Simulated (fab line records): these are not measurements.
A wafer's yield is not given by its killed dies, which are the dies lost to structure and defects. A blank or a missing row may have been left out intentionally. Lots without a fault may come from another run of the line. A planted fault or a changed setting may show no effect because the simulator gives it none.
Check for tools in common -- flow rit_cmos -- Sample size 13 lots and 39 wafers

## REASON FOR OPENING
At RIT_ACTIVE_THK_MEAS_04 the reading ACTIVE_NITRIDE_THK is flagged on 2 of 13 lots. Wafers without a fault read 150.0 nm, standard deviation 1.4.
Rule: a lot is flagged in two cases, either no wafer of it has a number, or all its wafers with numbers fall more than 4 standard deviations from that mean. As for the other lots, they are considered sound.

lot,measured,on,"ACTIVE_NITRIDE_THK (nm), wafer by wafer",flag
L379,day 1 13:32,film_metro-01,150.1 150.3 150.1,
L380,day 1 18:32,film_metro-04,149.7 151.0 151.0,
L381,day 1 23:33,film_metro-04,148.7 151.1 150.8,
L382,day 2 04:32,film_metro-02,149.0 149.4 148.9,
L383,day 2 11:34,film_metro-01,151.6 150.4 152.3,
L384,day 2 16:08,film_metro-04,149.8 149.3 150.2,
L385,day 2 19:33,film_metro-04,149.7 148.4 149.0,
L386,day 3 00:37,film_metro-01,150.3 148.8 150.3,
L387,day 3 05:32,film_metro-02,151.4 151.0 149.2,
L391,day 4 01:32,film_metro-01,151.2 150.8 149.4,
L392,day 4 06:32,film_metro-01,149.9 149.7 150.2,
L395,day 4 23:09,film_metro-01,130.2 130.9 130.9,FLAGGED
L396,day 5 03:42,film_metro-04,128.1 127.2 128.2,FLAGGED
The mean of the flagged lots' numbers is 129.2 nm, -20.8 nm from the usual (-15 standard deviations).

## EACH LOT AND THE TOOL IT RAN ON
The record keeps 1 process step preceding the reading, out of 202 steps on the route. Cell contents, in order: the tool; ch with the chambers the sampled wafers went through; the start.
lot,flag,RIT_ACTIVE_CVD_03
L379,,"lpcvd-01 ch 1, day 1 12:07"
L380,,"lpcvd-02 ch 1, day 1 17:07"
L381,,"lpcvd-01 ch 1, day 1 22:07"
L382,,"lpcvd-01 ch 0, day 2 03:07"
L383,,"lpcvd-01 ch 0, day 2 09:27"
L384,,"lpcvd-01 ch 1, day 2 14:00"
L385,,"lpcvd-02 ch 1, day 2 18:07"
L386,,"lpcvd-01 ch 0, day 2 23:11"
L387,,"lpcvd-02 ch 0, day 3 04:07"
L391,,"lpcvd-01 ch 1, day 4 00:07"
L392,,"lpcvd-01 ch 1, day 4 05:07"
L395,FLAGGED,"lpcvd-01 ch 0, day 4 21:44"
L396,FLAGGED,"lpcvd-01 ch 1, day 5 01:34"
These steps, and what they do:
- RIT_ACTIVE_CVD_03: deposits Si3N4 from SiH2Cl2/NH3, target thk 150 nm, time 1500 s.
- RIT_ACTIVE_THK_MEAS_04

## FLAGGED OVER TOTAL, TOOL BY TOOL (the gauges that took the reading come last)
step,tool,lots run,flagged,share of the flagged lots,sound lots run after its first flagged lot
RIT_ACTIVE_CVD_03,lpcvd-01,10,2,all,0
RIT_ACTIVE_CVD_03,lpcvd-02,3,0,none,-
RIT_ACTIVE_THK_MEAS_04,film_metro-01,6,1,some,0
RIT_ACTIVE_THK_MEAS_04,film_metro-02,2,0,none,-
RIT_ACTIVE_THK_MEAS_04,film_metro-04,5,1,some,0

## THE TABLE: WHAT IT ALLOWS
1 row of the table ran every flagged lot: lpcvd-01 at RIT_ACTIVE_CVD_03.
- lpcvd-01 at RIT_ACTIVE_CVD_03: 2 of its 10 lots flagged. A fault beginning between L392 (day 4 05:07), its last sound lot, and L395 (day 4 21:44), its first flagged one, fits the data.
Left over: one tool, lpcvd-01 at RIT_ACTIVE_CVD_03.

## WHAT THE SIMULATOR HAD PUT IN
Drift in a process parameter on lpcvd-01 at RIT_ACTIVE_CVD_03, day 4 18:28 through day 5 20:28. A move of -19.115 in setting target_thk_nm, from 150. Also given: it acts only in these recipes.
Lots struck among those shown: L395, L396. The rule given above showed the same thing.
